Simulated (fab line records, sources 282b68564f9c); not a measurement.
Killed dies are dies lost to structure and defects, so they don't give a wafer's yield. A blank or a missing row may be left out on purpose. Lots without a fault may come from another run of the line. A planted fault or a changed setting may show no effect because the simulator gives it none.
Tool commonality check | flow rit_cmos | 13 lots, 39 wafers sampled

WHY IT WAS OPENED
At RIT_M1_RS_MEAS_01 the reading M1_AL_RS is flagged on 1 of 13 lots. Wafers without a fault read 0.0737 ohm/sq, standard deviation 0.00078.
Rule: a lot is flagged when every wafer of it that has a number lies more than 4 standard deviations from that mean, or none has a number. The other lots count as sound.

lot  | measured    | on            | M1_AL_RS (ohm/sq), wafer by wafer | flag
L688 | day 3 12:28 | film_metro-04 | 0.0727 0.0717 0.0727              |
L690 | day 3 20:17 | film_metro-04 | 0.0731 0.0730 0.0729              |
L691 | day 4 02:27 | film_metro-04 | 0.0741 0.0740 0.0737              |
L692 | day 4 06:38 | film_metro-02 | 0.0729 0.0726 0.0731              |
L693 | day 4 11:28 | film_metro-03 | 0.0739 0.0739 0.0742              |
L694 | day 4 15:55 | film_metro-03 | 0.0729 0.0730 0.0728              |
L695 | day 4 20:43 | film_metro-04 | 0.0735 0.0736 0.0735              |
L698 | day 5 13:05 | film_metro-02 | 0.0814 0.0807 0.0798              | FLAGGED
L702 | day 6 10:55 | film_metro-04 | 0.0736 0.0736 0.0734              |
L703 | day 6 13:42 | film_metro-03 | 0.0736 0.0738 0.0737              |
L705 | day 7 00:23 | film_metro-02 | 0.0726 0.0733 0.0731              |
L707 | day 7 09:56 | film_metro-03 | 0.0739 0.0742 0.0731              |
L709 | day 7 19:20 | film_metro-04 | 0.0734 0.0742 0.0734              |
The numbers of the flagged lots are 0.0806 ohm/sq on average: +0.0069 ohm/sq against the usual, or +9 standard deviations.

WHICH TOOL RAN EACH LOT
The record holds 1 process step before the reading, out of a route of 202 steps. In each cell: the tool, then ch and the chambers that the sampled wafers went through, then the start.
lot  | flag    | RIT_M1_SPUTTER_00
L688 |         | pvd_sputter-03, day 3 12:09
L690 |         | pvd_sputter-04, day 3 20:00
L691 |         | pvd_sputter-01, day 4 02:08
L692 |         | pvd_sputter-04, day 4 06:20
L693 |         | pvd_sputter-01, day 4 11:10
L694 |         | pvd_sputter-04, day 4 15:38
L695 |         | pvd_sputter-01, day 4 20:25
L698 | FLAGGED | pvd_sputter-04, day 5 12:47
L702 |         | pvd_sputter-03, day 6 10:38
L703 |         | pvd_sputter-01, day 6 13:24
L705 |         | pvd_sputter-01, day 7 00:04
L707 |         | pvd_sputter-01, day 7 09:34
L709 |         | pvd_sputter-01, day 7 19:01
What these steps do:
- RIT_M1_SPUTTER_00: material Al, target thk 400 nm, time 500 s.
- RIT_M1_RS_MEAS_01: measures by four-point-probe.

FLAGGED OVER TOTAL, TOOL BY TOOL (the gauges that took the reading come last)
step              | tool           | lots run | flagged | share of the flagged lots | sound lots run after its first flagged lot
RIT_M1_SPUTTER_00 | pvd_sputter-01 | 7        | 0       | none                      | -
RIT_M1_SPUTTER_00 | pvd_sputter-03 | 2        | 0       | none                      | -
RIT_M1_SPUTTER_00 | pvd_sputter-04 | 4        | 1       | all                       | 0
RIT_M1_RS_MEAS_01 | film_metro-02  | 3        | 1       | all                       | 1 (L705)
RIT_M1_RS_MEAS_01 | film_metro-03  | 4        | 0       | none                      | -
RIT_M1_RS_MEAS_01 | film_metro-04  | 6        | 0       | none                      | -

WHAT THE TABLE ALLOWS
2 rows of the table ran every flagged lot: pvd_sputter-04 at RIT_M1_SPUTTER_00, film_metro-02 at RIT_M1_RS_MEAS_01.
- pvd_sputter-04 at RIT_M1_SPUTTER_00: 1 of its 4 lots flagged. Its last sound lot is L694 (day 4 15:38), its first flagged lot L698 (day 5 12:47): a fault that began between those two fits.
- film_metro-02 at RIT_M1_RS_MEAS_01: 1 of its 3 lots flagged. Sound lots ran on it after the first flagged one (L705), which a lasting fault on the whole tool wouldn't allow.
One tool is left: pvd_sputter-04 at RIT_M1_SPUTTER_00.

WHAT THE SIMULATOR HAD PUT IN
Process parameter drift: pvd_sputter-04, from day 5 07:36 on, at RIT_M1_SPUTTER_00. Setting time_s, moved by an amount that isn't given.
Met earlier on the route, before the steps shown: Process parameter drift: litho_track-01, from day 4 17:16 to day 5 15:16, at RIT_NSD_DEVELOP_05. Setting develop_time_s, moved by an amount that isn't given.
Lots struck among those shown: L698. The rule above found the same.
